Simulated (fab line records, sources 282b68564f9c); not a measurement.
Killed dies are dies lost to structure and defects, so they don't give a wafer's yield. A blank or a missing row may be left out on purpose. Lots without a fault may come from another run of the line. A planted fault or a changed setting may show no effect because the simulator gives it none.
fab line records | flow rit_cmos
record lots=6 wafers=18 last_day=7
route steps=202 shown GATE@79 FOX2@80 REOX@98 NLDD@103 PLDD@114 M1@202
lots that met no fault: from a run of the same line without faults
start_h: hours from the record's first day to the start of the lot's first wafer shown | wait_h: hours since the lot's step before | " the same as in the row above | L1.1+2: a row that stands for several wafers | - no value, or no start given | * or withheld: withheld | < > ~ a bound
route shown NAME@n: a module of which the file shows steps, and the number in the route of the first | usual: mean/standard deviation of fault-free wafers | same: alike in all rows | chamber/n: place in a boat | sites: the reading at each site | _std_site: their standard deviation | _edge_site: outer sites' mean less inner sites' | radius_mm: how far each site lies from the wafer's centre | mask NAME#n: copy n | behind: the tool/chamber that last shaped the wafer | hold: why the lot was held/for how many hours/how that ended | device: the transistor (n, p or np) that didn't switch | end of line: the same wafers' tests at the end of the route | a step without rows: its recipe alone | killed: dies lost to structure and defects at the first sort, not the wafer's yield | map: a wafer's dies, x killed, . not, _ none there
set.NAME: the setting as run; set.NAME@STEP: as run at that earlier step | model.NAME: the simulator's own value behind a step, which no gauge read
lots at some steps of the route; a table a step, a row a wafer
services: from which hour (start_h, from the record's first day; less than 0 if before it) a tool's chamber was out of use, for how many hours, and why
## steps
# step RIT_GATE_CLEAN_04
# recipe chemistry=dHF dilution=50:1 time_s=60 dry=n2_spin
# step RIT_FOX2_THK_MEAS_91
# recipe reads=SiO2_of_FOX2_OXIDATION_00
# usual FIELD_OXIDE_LEFT_2_THK=255/6.3
# columns lot.wafer tool chamber start_h wait_h FIELD_OXIDE_LEFT_2_THK[nm]
L374.2 film_metro-01 - 42.33 0.0 251
L374.3 " - " " 252
L374.5 " - " " 254
L378.4 film_metro-01 - 62.16 0.0 252
L378.5 " - " " 252
L378.6 " - " " 252
L380.1 film_metro-01 - 72.11 0.0 250
L380.3 " - " " 253
L380.5 " - " " 249
L389.1 film_metro-01 - 118.38 0.0 252
L389.2 " - " " 254
L389.5 " - " " 250
L391.1 film_metro-01 - 127.16 0.0 262
L391.2 " - " " 259
L391.4 " - " " 258
L392.3 film_metro-03 - 131.90 0.0 246
L392.4 " - " " 243
L392.5 " - " " 246
# step RIT_GATE_OXIDATION_05
# recipe temp_c=900 ambient=O2 target_thk_a=30 ox_time_s=270
# step RIT_GATE_ANNEAL_06
# recipe temp_c=900 time_s=600 ambient=N2O
# step RIT_GATE_THK_MEAS_07
# recipe reads=SiO2_of_GATE_OXIDATION_05
# usual GATE_OXIDE_THK=3.03/0.06
# columns lot.wafer tool chamber start_h wait_h GATE_OXIDE_THK[nm]
L374.2 film_metro-02 - 43.72 0.0 3.01
L374.3 " - " " 3.14
L374.5 " - " " 3.04
L378.4 film_metro-02 - 63.54 0.0 3.09
L378.5 " - " " 2.99
L378.6 " - " " 3.02
L380.1 film_metro-02 - 73.49 0.0 2.91
L380.3 " - " " 2.99
L380.5 " - " " 2.93
L389.1 film_metro-01 - 120.64 0.0 3.10
L389.2 " - " " 2.97
L389.5 " - " " 3.07
L391.1 film_metro-01 - 128.55 0.0 3.07
L391.2 " - " " 3.09
L391.4 " - " " 3.03
L392.3 film_metro-03 - 133.92 0.0 3.08
L392.4 " - " " 3.03
L392.5 " - " " 2.98
# step RIT_GATE_CVD_08
# recipe material=poly-Si target_thk_nm=250 temp_c=610 precursor=SiH4 time_s=2220 pressure_mtorr=300 sih4_flow_sccm=96.44
# step RIT_GATE_THK_MEAS_09
# recipe reads=poly-Si_of_GATE_CVD_08
# usual GATE_POLY_THK=240.5/2.4
# columns lot.wafer tool chamber start_h wait_h GATE_POLY_THK[nm]
L374.2 film_metro-02 - 45.39 0.0 240.0
L374.3 " - " " 242.0
L374.5 " - " " 240.7
L378.4 film_metro-02 - 66.69 0.0 242.1
L378.5 " - " " 244.7
L378.6 " - " " 243.9
L380.1 film_metro-03 - 75.17 0.0 235.7
L380.3 " - " " 238.2
L380.5 " - " " 237.2
L389.1 film_metro-01 - 122.32 0.0 244.7
L389.2 " - " " 244.1
L389.5 " - " " 244.4
L391.1 film_metro-01 - 130.22 0.0 241.5
L391.2 " - " " 240.1
L391.4 " - " " 240.2
L392.3 film_metro-01 - 135.60 0.0 237.5
L392.4 " - " " 238.9
L392.5 " - " " 238.8
# step RIT_GATE_HMDS_10
# recipe prime_time_s=60 prime_temp_c=140
# step RIT_GATE_COAT_11
# recipe resist=NOVOLAK spin_rpm=4250 resist_thk_nm=850
# step RIT_GATE_SOFTBAKE_12
# recipe resist=NOVOLAK temp_c=90 time_s=60
# step RIT_GATE_EXPOSE_13
# recipe mask_id=M6 na=0.6 source_shape=conventional sigma_outer=0.6 target_cd_nm=150 dose_mj=387.8
# step RIT_GATE_PEB_14
# recipe resist=NOVOLAK temp_c=withheld time_s=withheld
# step RIT_GATE_DEVELOP_15
# recipe resist=NOVOLAK develop_time_s=50 dev_temp_c=23
# columns lot.wafer tool chamber start_h wait_h
L374.2+3+5 litho_track-03 0 46 -
L378.4+5+6 litho_track-04 0 67 -
L380.1+3+5 litho_track-02 0 76 -
L389.1+2+5 litho_track-03 0 123 -
L391.1+2+4 litho_track-04 0 131 -
L392.3+4+5 litho_track-04 0 136 -
# step RIT_GATE_OVL_MEAS_17
# usual GATE_OVL=0.6/1.4
# columns lot.wafer tool chamber start_h wait_h GATE_OVL[nm]
L374.2 overlay-01 - 46.42 0.1 0.3
L374.3 " - " " 0.2
L374.5 " - " " -1.1
L378.4 overlay-02 - 67.85 0.1 0.4
L378.5 " - " " 0.7
L378.6 " - " " 0.6
L380.1 overlay-01 - 76.33 0.1 0.4
L380.3 " - " " 1.7
L380.5 " - " " 2.0
L389.1 overlay-02 - 123.47 0.1 2.0
L389.2 " - " " 4.2
L389.5 " - " " 1.6
L391.1 overlay-01 - 131.25 0.1 -0.1
L391.2 " - " " -2.1
L391.4 " - " " -1.5
L392.3 overlay-01 - 136.62 0.1 1.5
L392.4 " - " " 0.2
L392.5 " - " " 1.4
# step RIT_GATE_HARDBAKE_18
# recipe resist=NOVOLAK temp_c=140 time_s=60
# step RIT_GATE_ETCH_19
# recipe chemistry=SF6/CHF3/O2 time_s=165 SF6_flow_sccm=30 CHF3_flow_sccm=30 O2_flow_sccm=5 target=poly-Si pressure_mtorr=40 rf_w=160 target_depth_a=3125 over_etch_frac=0.25 stop_on=SiO2
# usual drypump_motor_current_A=5.6/0.53 he_backside_leak_sccm=2.8/0.39 oes_product_au=0.818/0.015 throttle_valve_pct=10.20/0.11
# columns lot.wafer tool chamber start_h wait_h drypump_motor_current_A he_backside_leak_sccm oes_product_au rf_hours_counter_h throttle_valve_pct
L374.2 rie_si-02 2 46.60 0.1 6.7 3.0 0.836 103 10.49
L374.3 " 1 " " 4.9 2.4 0.829 25 10.15
L374.5 " 1 " " 5.0 2.6 0.817 - 10.15
L378.4 rie_si-02 3 68.02 0.1 5.7 3.3 0.820 138 10.26
L378.5 " 2 " " 6.7 2.9 0.848 - 10.51
L378.6 " 1 " " 5.0 2.4 0.821 - 10.15
L380.1 rie_si-02 1 76.51 0.1 5.0 2.3 0.817 26 10.15
L380.3 " 2 " " 6.7 2.9 0.838 103 10.50
L380.5 " 0 " " 5.6 2.7 0.792 - 10.10
L389.1 rie_si-01 1 123.66 0.1 5.8 2.6 0.816 30 10.18
L389.2 " 0 " " 4.7 2.5 0.830 4 10.08
L389.5 " 2 " " 5.8 2.9 0.844 - 10.15
L391.1 rie_si-01 0 131.44 0.1 4.7 2.6 0.820 4 10.09
L391.2 " 2 " " 5.8 2.8 0.838 4 10.15
L391.4 " 3 " " 5.5 3.0 0.814 1 10.26
L392.3 rie_si-02 1 136.80 0.1 5.0 2.4 0.817 26 10.15
L392.4 " 0 " " 5.6 3.7 0.801 123 10.10
L392.5 " 0 " " 5.6 2.6 0.803 - 10.09
# step RIT_GATE_STRIP_20
# recipe chemistry=O2 time_s=180 resist=NOVOLAK platen_temp_c=withheld power_w=500 pressure_mtorr=4000 o2_flow_sccm=4000
# usual drypump_motor_current_A=5.5/0.6
# columns lot.wafer tool chamber start_h wait_h drypump_motor_current_A rf_hours_counter_h
L374.2 plasma_asher-01 0 46.71 0.1 6.4 41
L374.3 " 0 " " 6.4 -
L374.5 " 1 " " 5.2 -
L378.4 plasma_asher-02 0 68.18 0.1 5.1 -
L378.5 " 1 " " 4.9 -
L378.6 " 0 " " 5.1 -
L380.1 plasma_asher-01 1 76.62 0.1 5.2 44
L380.3 " 0 " " 6.4 -
L380.5 " 0 " " 6.4 -
L389.1 plasma_asher-01 0 123.77 0.1 6.4 1
L389.2 " 1 " " 5.2 1
L389.5 " 1 " " 5.2 -
L391.1 plasma_asher-02 0 131.55 0.1 5.1 35
L391.2 " 1 " " 4.9 35
L391.4 " 1 " " 4.9 -
L392.3 plasma_asher-01 1 136.96 0.1 5.2 -
L392.4 " 0 " " 6.4 -
L392.5 " 0 " " 6.4 -
# step RIT_REOX_CLEAN_00
# recipe chemistry=SC1 mix=3:3:50 time_s=600 temp_c=75
# step RIT_REOX_CLEAN_01
# recipe chemistry=dHF dilution=50:1 time_s=30
# step RIT_REOX_CLEAN_02
# recipe chemistry=SC2 mix=3:3:50 time_s=600 temp_c=75 dry=n2_spin
# step RIT_REOX_OXIDATION_03
# recipe temp_c=900 ambient=O2 target_thk_a=252 ox_time_s=5580
# step RIT_REOX_THK_MEAS_04
# recipe reads=SiO2_of_REOX_OXIDATION_03
# usual REOX_OXIDE_THK=25.2/0.43
# columns lot.wafer tool chamber start_h wait_h REOX_OXIDE_THK[nm]
L374.2 film_metro-04 - 49.95 0.0 25.6
L374.3 " - " " 25.6
L374.5 " - " " 25.9
L378.4 film_metro-04 - 71.37 0.0 24.7
L378.5 " - " " 25.0
L378.6 " - " " 24.8
L380.1 film_metro-04 - 79.85 0.0 24.5
L380.3 " - " " 25.0
L380.5 " - " " 25.3
L389.1 film_metro-03 - 126.98 0.0 25.4
L389.2 " - " " 25.6
L389.5 " - " " 25.3
L391.1 film_metro-01 - 134.76 0.0 25.2
L391.2 " - " " 24.9
L391.4 " - " " 25.3
L392.3 film_metro-04 - 140.15 0.0 25.0
L392.4 " - " " 25.1
L392.5 " - " " 25.4
# step RIT_NLDD_HMDS_00
# recipe prime_time_s=60 prime_temp_c=140
# step RIT_NLDD_COAT_01
# recipe resist=NOVOLAK spin_rpm=3250 resist_thk_nm=1000
# step RIT_NLDD_SOFTBAKE_02
# recipe resist=NOVOLAK temp_c=90 time_s=60
# step RIT_NLDD_EXPOSE_03
# recipe mask_id=M7 na=0.57 target_cd_nm=40700 dose_mj=250
# step RIT_NLDD_PEB_04
# recipe resist=NOVOLAK temp_c=withheld time_s=withheld
# step RIT_NLDD_DEVELOP_05
# recipe resist=NOVOLAK develop_time_s=50 dev_temp_c=23
# step RIT_NLDD_OVL_MEAS_06
# usual NLDD_OVL=0.7/1.5
# columns lot.wafer tool chamber start_h wait_h NLDD_OVL[nm]
L374.2 overlay-01 - 50.85 - 0.5
L374.3 " - " " 2.6
L374.5 " - " " 1.7
L378.4 overlay-01 - 72.26 - 3.5
L378.5 " - " " 3.2
L378.6 " - " " 3.9
L380.1 overlay-02 - 80.88 - -2.2
L380.3 " - " " -1.0
L380.5 " - " " 0.3
L389.1 overlay-02 - 127.89 - 2.1
L389.2 " - " " 1.8
L389.5 " - " " 1.8
L391.1 overlay-02 - 135.81 - 0.4
L391.2 " - " " -1.3
L391.4 " - " " -1.8
L392.3 overlay-01 - 141.05 - -2.7
L392.4 " - " " -1.2
L392.5 " - " " -1.8
# step RIT_NLDD_HARDBAKE_07
# recipe resist=NOVOLAK temp_c=140 time_s=60
# step RIT_NLDD_IMPLANT_08
# recipe species=P energy_kev=20 dose_cm2=4.887e+14 tilt_deg=7
# step RIT_NLDD_STRIP_09
# recipe chemistry=O2 time_s=180 resist=NOVOLAK platen_temp_c=withheld power_w=500 pressure_mtorr=4000 o2_flow_sccm=4000
# usual drypump_motor_current_A=5.8/0.48
# columns lot.wafer tool chamber start_h wait_h drypump_motor_current_A rf_hours_counter_h
L374.2 plasma_asher-02 0 51.18 0.1 5.1 27
L374.3 " 0 " " 5.1 -
L374.5 " 0 " " 5.1 -
L378.4 plasma_asher-04 1 72.64 0.1 6.4 -
L378.5 " 1 " " 6.4 -
L378.6 " 0 " " 5.9 -
L380.1 plasma_asher-03 0 81.22 0.1 5.8 45
L380.3 " 1 " " 6.1 -
L380.5 " 0 " " 5.8 -
L389.1 plasma_asher-02 1 128.22 0.1 4.9 35
L389.2 " 0 " " 5.1 35
L389.5 " 1 " " 4.9 -
L391.1 plasma_asher-04 0 136.14 0.1 5.9 47
L391.2 " 1 " " 6.4 47
L391.4 " 1 " " 6.4 -
L392.3 plasma_asher-04 1 141.55 0.1 6.4 -
L392.4 " 0 " " 5.8 -
L392.5 " 0 " " 5.8 -
# step RIT_NLDD_TW_MEAS_10
# usual NLDD_TW=2491/14
# columns lot.wafer tool chamber start_h wait_h NLDD_TW
L374.2 film_metro-03 - 51.37 0.1 2518
L374.3 " - " " 2505
L374.5 " - " " 2522
L378.4 film_metro-02 - 72.79 0.1 2485
L378.5 " - " " 2495
L378.6 " - " " 2481
L380.1 film_metro-03 - 81.39 0.1 2489
L380.3 " - " " 2484
L380.5 " - " " 2493
L389.1 film_metro-03 - 128.40 0.1 2500
L389.2 " - " " 2499
L389.5 " - " " 2511
L391.1 film_metro-03 - 136.32 0.1 2502
L391.2 " - " " 2516
L391.4 " - " " 2495
L392.3 film_metro-04 - 141.68 0.1 2493
L392.4 " - " " 2498
L392.5 " - " " 2495
# step RIT_PLDD_HMDS_00
# recipe prime_time_s=60 prime_temp_c=140
# step RIT_PLDD_COAT_01
# recipe resist=NOVOLAK spin_rpm=3250 resist_thk_nm=1000
# step RIT_PLDD_SOFTBAKE_02
# recipe resist=NOVOLAK temp_c=90 time_s=60
# step RIT_PLDD_EXPOSE_03
# recipe mask_id=M8 na=0.57 target_cd_nm=40900 dose_mj=250
# step RIT_PLDD_PEB_04
# recipe resist=NOVOLAK temp_c=withheld time_s=withheld
# step RIT_PLDD_DEVELOP_05
# recipe resist=NOVOLAK develop_time_s=50 dev_temp_c=23
# step RIT_PLDD_OVL_MEAS_06
# usual PLDD_OVL=0.0/1.3
# columns lot.wafer tool chamber start_h wait_h PLDD_OVL[nm]
L374.2 overlay-01 - 52.42 - -0.6
L374.3 " - " " -0.1
L374.5 " - " " 0.5
L378.4 overlay-01 - 73.69 - 1.1
L378.5 " - " " 0.5
L378.6 " - " " 1.7
L380.1 overlay-01 - 82.49 - -1.0
L380.3 " - " " -0.4
L380.5 " - " " -0.1
L389.1 overlay-01 - 129.32 - 0.7
L389.2 " - " " 0.9
L389.5 " - " " 1.5
L391.1 overlay-02 - 137.40 - -2.5
L391.2 " - " " -1.1
L391.4 " - " " -2.3
L392.3 overlay-01 - 142.59 - 0.7
L392.4 " - " " 0.7
L392.5 " - " " 0.1
# step RIT_M1_PROBE_99
# columns lot.wafer tool chamber start_h wait_h model.etest.pmos_0p3.r_on_ohm_um model.etest.pmos_0p15.r_on_ohm_um model.etest.pmos_turned.r_on_ohm_um model.etest.nmos_0p3.r_on_ohm_um model.etest.nmos_0p15.r_on_ohm_um model.etest.nmos_0p15.drive_ua_um model.etest.pmos_0p15.drive_ua_um model.etest.nmos_turned.drive_ua_um
L374.2 prober-01 - 66.58 0.1 6217 2733 3330 2216 1179 445.3 256.9 305.2
L374.3 prober-01 - 66.63 0.2 6366 2859 3454 2268 1222 424.6 246.2 291
L374.5 prober-01 - 66.73 0.2 6268 2775 3378 2220 1198 437.6 252.2 295.7
L378.4 prober-01 - 88.95 0.2 6416 2716 3345 2122 1065 488.3 260.9 348
L378.5 prober-01 - 89.00 0.2 6431 2798 3487 2162 1112 479.5 254.9 333
L378.6 prober-01 - 89.05 0.2 6376 2777 3429 2138 1083 481.1 252.2 337.4
L380.1 prober-01 - 96.33 0.1 5975 2596 3125 2073 1092 496.7 276.8 362.9
L380.3 prober-01 - 96.43 0.2 6057 2650 3226 2102 1105 492 269.8 349.6
L380.5 prober-01 - 96.53 0.2 6041 2661 3240 2128 1116 492.1 272 346.4
L389.1 prober-02 - 143.18 0.1 6455 2782 3408 2174 1107 457.6 250.3 325.6
L389.2 prober-02 - 143.23 0.1 6224 2774 3416 2166 1150 458.1 253.1 319.1
L389.5 prober-02 - 143.38 0.2 6382 2783 3394 2158 1090 454.8 249.4 322.6
L391.1 prober-02 - 151.47 0.1 6841 3373 4006 2321 1314 378.1 202.9 296.1
L391.2 prober-02 - 151.52 0.1 6862 3316 3898 2322 1286 379.3 203.2 298.3
L391.4 prober-02 - 151.62 0.2 7024 3406 4032 2366 1324 381 198.8 292.2
L392.3 prober-01 - 156.98 0.2 7092 3425 4015 2329 1279 392.1 199.1 306.1
L392.4 prober-01 - 157.03 0.2 6918 3351 3965 2308 1252 399.1 206.8 308.6
L392.5 prober-01 - 157.08 0.2 6776 3258 3892 2246 1210 404 208.1 309.2
# killed by level:class
L374.2 SPACER:geometric_particle:open=1 SILICIDE:geometric_particle:short=1
L374.3 GATE:geometric_particle:open=3 SILICIDE:geometric_particle:open=3 SPACER:geometric_particle:open=1
L374.5 FOX1:geometric_particle:short=1 FOX1:geometric_particle:open=1 GATE:geometric_particle:short=1 GATE:geometric_particle:open=1 SILICIDE:geometric_particle:open=1
L378.4 FOX2:geometric_particle:open=1 FOX2:geometric_particle:short=1 REOX:geometric_particle:short=1 SILICIDE:geometric_particle:open=1 SILICIDE:geometric_particle:short=1
L378.5 FOX2:geometric_particle:short=1 GATE:geometric_particle:short=1 REOX:geometric_particle:open=1 SILICIDE:geometric_particle:open=1
L378.6 SILICIDE:geometric_particle:short=2 GATE:geometric_particle:open=1 REOX:geometric_particle:open=1
L380.1 GATE:geometric_particle:open=3 FOX1:geometric_particle:open=2 GATE:geometric_particle:short=2 SILICIDE:geometric_particle:open=1 REOX:geometric_particle:short=1 SPACER:geometric_particle:open=1
L380.3 GATE:geometric_particle:open=2 FOX1:geometric_particle:short=1 REOX:geometric_particle:short=1 REOX:geometric_particle:open=1 SPACER:geometric_particle:open=1 SILICIDE:geometric_particle:short=1
L380.5 FOX1:geometric_particle:open=1 FOX1:geometric_particle:short=1 GATE:geometric_particle:open=1 REOX:geometric_particle:open=1
L389.1 SPACER:geometric_particle:open=2 SILICIDE:geometric_particle:short=2 FOX1:geometric_particle:open=1 FOX1:geometric_particle:short=1 GATE:geometric_particle:short=1 GATE:geometric_particle:open=1 CONTACT:geometric_particle:open=1
L389.2 FOX1:geometric_particle:short=2 GATE:geometric_particle:short=1 REOX:geometric_particle:open=1 REOX:geometric_particle:short=1 SPACER:geometric_particle:short=1
L389.5 GATE:geometric_particle:short=2 REOX:geometric_particle:short=1 SILICIDE:geometric_particle:short=1
## services
# columns tool chamber start_h hours kind
rie_si-02 0 91.42 6.4 repair
plasma_asher-02 - 106.27 1.4 repair
plasma_asher-01 - 108.75 9.0 pm
plasma_asher-01 0 108.75 9.0 vent_cycle
plasma_asher-01 1 108.75 9.0 vent_cycle
rie_si-01 3 117.47 3.6 repair
plasma_asher-01 0 117.75 - clean
plasma_asher-01 1 117.75 - clean
rie_si-02 - 120.21 0.2 repair
rie_si-02 2 120.96 7.2 repair
## key
first_sign none at tools or gauges
model_effect step=RIT_M1_PROBE_99 value=etest.pmos_0p3.r_on_ohm_um without=6284 struck=6919
met_at RIT_GATE_DEVELOP_15
struck_wafers L391.1,L391.2,L391.4,L392.3,L392.4,L392.5
sort_left_out L391.1,L391.2,L391.4,L392.3,L392.4,L392.5
tester_left_out L391,L392
loop_trim step=RIT_GATE_EXPOSE_13 setting=dose lots=L392
onset_between 67 131
also_fits time
earlier_fault kind=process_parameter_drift tool=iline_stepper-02 chamber=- onset_h=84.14 steps=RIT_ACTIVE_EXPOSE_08 channel=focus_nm offset=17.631 spread_by_wafer=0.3 shape=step end_h=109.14
fault kind=process_parameter_drift tool=litho_track-04 chamber=- onset_h=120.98 steps=RIT_GATE_DEVELOP_15 channel=develop_time_s offset=* shape=step end_h=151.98 acts_in=* stated=*
# tester_left_out: of these lots the tester's yield and bins aren't shown, on N5 and GAA mostly nor the transistor test; their killed dies are dies lost to structure and defects alone, not to doping, threshold or leakage, so they don't give the yield
# sort_left_out: the simulated sort isn't trusted on such a fault, so these wafers' sort isn't shown, and their yield isn't known
# loop_trim: a control loop set the setting to another value than it would have without faults
